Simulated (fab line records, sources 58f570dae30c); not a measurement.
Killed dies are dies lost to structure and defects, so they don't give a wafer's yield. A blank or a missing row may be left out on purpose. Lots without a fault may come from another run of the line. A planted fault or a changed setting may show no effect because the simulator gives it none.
A struck lot beside a sound one | flow berkeley_cmos170 | 15 steps out of a route of 331
Sound: wafers L898.1, L898.2, L898.4. Struck: wafers L899.3, L899.4, L899.5. The cause comes at the end.
At each step with rows: each side's tool, then ch and its chambers, then its first start. Under that, the readings that differ: sound wafers | struck wafers | difference of the means | sigmas: that difference in standard deviations of wafers without a fault.
alike: readings whose means differ by less than 2 such deviations, and words and numbers that are the same on both sides. not compared: withheld readings, readings that some wafer has no value for, bounds like >300 that may hide the same value, and numbers for which the record gives no deviation and whose values overlap.
The two part at a step that has a row with sigmas, a row that says differs or no value, or rows on one side only. Numbers that don't overlap but have no deviation are shown without sigmas and don't part them. A reading that every wafer of one side lacks parts them only if that side has two wafers or more.

first, 1 step without rows for these wafers: UCB170_PLDD_IMPLANT_09.
UCB170_PLDD_STRIP_10: strips in O2.
  sound on plasma_asher-02 ch 0,1, day 8 04:07; struck on plasma_asher-01 ch 0,1, day 9 00:31
  alike: chamber_pressure_mTorr, drypump_motor_current_A, oes_product_au, strip_time_to_endpoint_s
  not compared: rf_hours_counter_h
UCB170_PLDD_TW_MEAS_11:
  sound on film_metro-01, day 8 04:13; struck on film_metro-02, day 9 00:36
  reading | sound       | struck         | difference | sigmas
  PLDD_TW | 993 995 996 | 1013 1012 1010 | +17        | +2
then, 7 steps without rows for these wafers: UCB170_PLDD_CLEAN_12 (cleans in SPM, time 600 s); UCB170_NLDD_HMDS_00 (prime time 60 s); UCB170_NLDD_COAT_01 (resist thk 900 nm); UCB170_NLDD_SOFTBAKE_02 (time 60 s); UCB170_NLDD_EXPOSE_03 (exposes mask NSELECT, target cd 1200 nm); UCB170_NLDD_PEB_04; UCB170_NLDD_DEVELOP_05 (develop time 45 s).
UCB170_NLDD_CD_MEAS_06: target cd 1200 nm.
  sound on cd_sem-01, day 8 05:40; struck on cd_sem-02, day 9 02:31
  alike: cd_nm
UCB170_NLDD_OVL_MEAS_07:
  sound on overlay-01, day 8 05:47; struck on overlay-01, day 9 02:37
  alike: NLDD_OVL
UCB170_NLDD_IMPLANT_08:
  sound on implanter-03 ch 0, day 8 05:49; struck on implanter-03 ch 0, day 9 02:41
  reading                   | sound                | struck               | difference | sigmas
  beam_energy_keV           | 30.003 30.015 29.993 | 28.987 28.986 28.987 | -1.017     | -99 or more
  model.implant.rp_nm (nm)  | 21.48 21.48 21.48    | 20.82 20.82 20.82    | -0.66      |
  model.implant.drp_nm (nm) | 9.611 9.611 9.611    | 9.375 9.375 9.375    | -0.236     |
  alike: end_station_pressure_torr
then, 1 step without rows for these wafers: UCB170_NLDD_IMPLANT_09.
UCB170_M3_PROBE_99:
  the record has rows for the sound wafers here (prober-01, day 9 14:38) and none for the struck ones

WHERE THEY PART
First at UCB170_PLDD_TW_MEAS_11; last, within this record, at UCB170_M3_PROBE_99.

WHY: what the simulator had put in
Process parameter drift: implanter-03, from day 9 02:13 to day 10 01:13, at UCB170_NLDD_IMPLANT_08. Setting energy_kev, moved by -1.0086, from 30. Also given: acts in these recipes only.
